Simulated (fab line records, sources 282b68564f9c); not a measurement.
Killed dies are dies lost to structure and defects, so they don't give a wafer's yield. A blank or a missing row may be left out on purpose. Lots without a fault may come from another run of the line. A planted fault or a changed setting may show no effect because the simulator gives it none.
Split-lot experiment | flow rit_cmos | 5 lots, 23 wafers read, on a route of 202 steps

THE SPLIT
At RIT_PRETRO_COAT_01 (resist thk 1300 nm), the setting resist_thk_nm was moved away from the recipe's 1300 nm on 7 of the 23 wafers read, by -2.8% to +2.8%. The other wafers ran this setting at the recipe's value.

FROM THE SPLIT TO THE READING: what the file shows between them, 3 steps
- RIT_PRETRO_SOFTBAKE_02: time 60 s
- RIT_PRETRO_EXPOSE_03: exposes mask M5, target cd 43700 nm
- RIT_PRETRO_DEVELOP_05: develop time 68 s

THE READING
NOVOLAK_of_PRETRO_COAT_01.thk_nm (the simulator's own value, which no gauge read), in nm, at RIT_PRETRO_HARDBAKE_07 (time 120 s). The file gives no usual value for it. The 16 wafers here that ran the recipe average 1137 nm, standard deviation 2.3 nm.

wafer  | tool, chamber at the split | resist_thk_nm as run, nm | against the recipe | NOVOLAK_of_PRETRO_COAT_01.thk_nm, nm | against lot-mates on the recipe
L075.1 | litho_track-02, 0          | 1300                     | recipe             | 1137                                 | -
L075.5 | litho_track-02, 0          | 1300                     | recipe             | 1137                                 | -
L075.2 | litho_track-02, 0          | 1300                     | recipe             | 1135                                 | -
L075.3 | litho_track-02, 0          | 1300                     | recipe             | 1139                                 | -
L075.4 | litho_track-02, 0          | 1300                     | recipe             | 1139                                 | -
L076.1 | litho_track-01, 0          | 1300                     | recipe             | 1136                                 | -
L076.2 | litho_track-01, 0          | 1263                     | -2.8%              | 1104                                 | -34
L076.3 | litho_track-01, 0          | 1300                     | recipe             | 1141                                 | -
L076.5 | litho_track-01, 0          | 1263                     | -2.8%              | 1107                                 | -32
L076.6 | litho_track-01, 0          | 1263                     | -2.8%              | 1106                                 | -32
L077.1 | litho_track-01, 0          | 1300                     | recipe             | 1138                                 | -
L077.5 | litho_track-01, 0          | 1300                     | recipe             | 1138                                 | -
L077.2 | litho_track-01, 0          | 1300                     | recipe             | 1139                                 | -
L078.1 | litho_track-04, 0          | 1300                     | recipe             | 1137                                 | -
L078.3 | litho_track-04, 0          | 1300                     | recipe             | 1138                                 | -
L078.4 | litho_track-04, 0          | 1321                     | +1.6%              | 1154                                 | +17
L078.5 | litho_track-04, 0          | 1300                     | recipe             | 1136                                 | -
L078.6 | litho_track-04, 0          | 1321                     | +1.6%              | 1158                                 | +21
L082.1 | litho_track-04, 0          | 1336                     | +2.8%              | 1164                                 | +31
L082.2 | litho_track-04, 0          | 1300                     | recipe             | 1132                                 | -
L082.3 | litho_track-04, 0          | 1300                     | recipe             | 1135                                 | -
L082.4 | litho_track-04, 0          | 1300                     | recipe             | 1133                                 | -
L082.6 | litho_track-04, 0          | 1336                     | +2.8%              | 1170                                 | +37

THE FIT
A straight line over all 23 wafers: NOVOLAK_of_PRETRO_COAT_01.thk_nm changes by +11 nm for each +1% of resist_thk_nm; r = +0.99; the points scatter about the line by 2.4 nm.
The same after taking each lot's own level away (the mean of its wafers on the recipe; 23 wafers): +11.8 nm for each +1%; r = +0.99; scatter 1.8 nm.
On that fit, the largest move of resist_thk_nm shifts the reading by 34 nm.
The lots' own levels span 1133.3 to 1138.5 nm, that is 2.3 times the standard deviation above.
So the lot-to-lot level changes the slope little: the two slopes agree.
Check: with one of the wafers moved furthest among these (-2.8%) left out of the fit, the line predicts -33 nm for it against its lot-mates. It came out at -34.5 nm against them.

OTHER SPLITS ON THESE WAFERS
These wafers also went through other splits before the reading. Each is held against what the fit with the lots' levels taken away leaves over:
other split on the same wafers   | wafers away from the commonest value | r with NOVOLAK_of_PRETRO_COAT_01.thk_nm (lot level and that fit taken away)
RIT_ACTIVE_CVD_03 time_s         | 15                                   | -0.04
RIT_ACTIVE_HARDBAKE_12 temp_c    | 10                                   | -0.47
RIT_FOX1_OXIDATION_00 temp_c     | 15                                   | +0.02
RIT_FOX2_OXIDATION_00 ox_time_s  | 10                                   | +0.04
RIT_NRETRO_SOFTBAKE_02 temp_c    | 7                                    | -0.01
RIT_NRETRO_IMPLANT_08 energy_kev | 7                                    | +0.27

THE WHOLE CHAIN: every reading that the file lists as answering this split, in the file's order
step                   | what it does       | reading                                                                           | change (the file's fit)              | r (the file's)
RIT_PRETRO_COAT_01     | resist thk 1300 nm | NOVOLAK_of_PRETRO_COAT_01.thk_nm (the simulator's own value, which no gauge read) | +13.7 nm for each +1% of the setting | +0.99
RIT_PRETRO_HARDBAKE_07 | time 120 s         | NOVOLAK_of_PRETRO_COAT_01.thk_nm (the simulator's own value, which no gauge read) | +11.8 nm for each +1% of the setting | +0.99

THE FILE'S OWN FIT
NOVOLAK_of_PRETRO_COAT_01.thk_nm changes by +11.8 nm for each +1% of resist_thk_nm, r = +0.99.
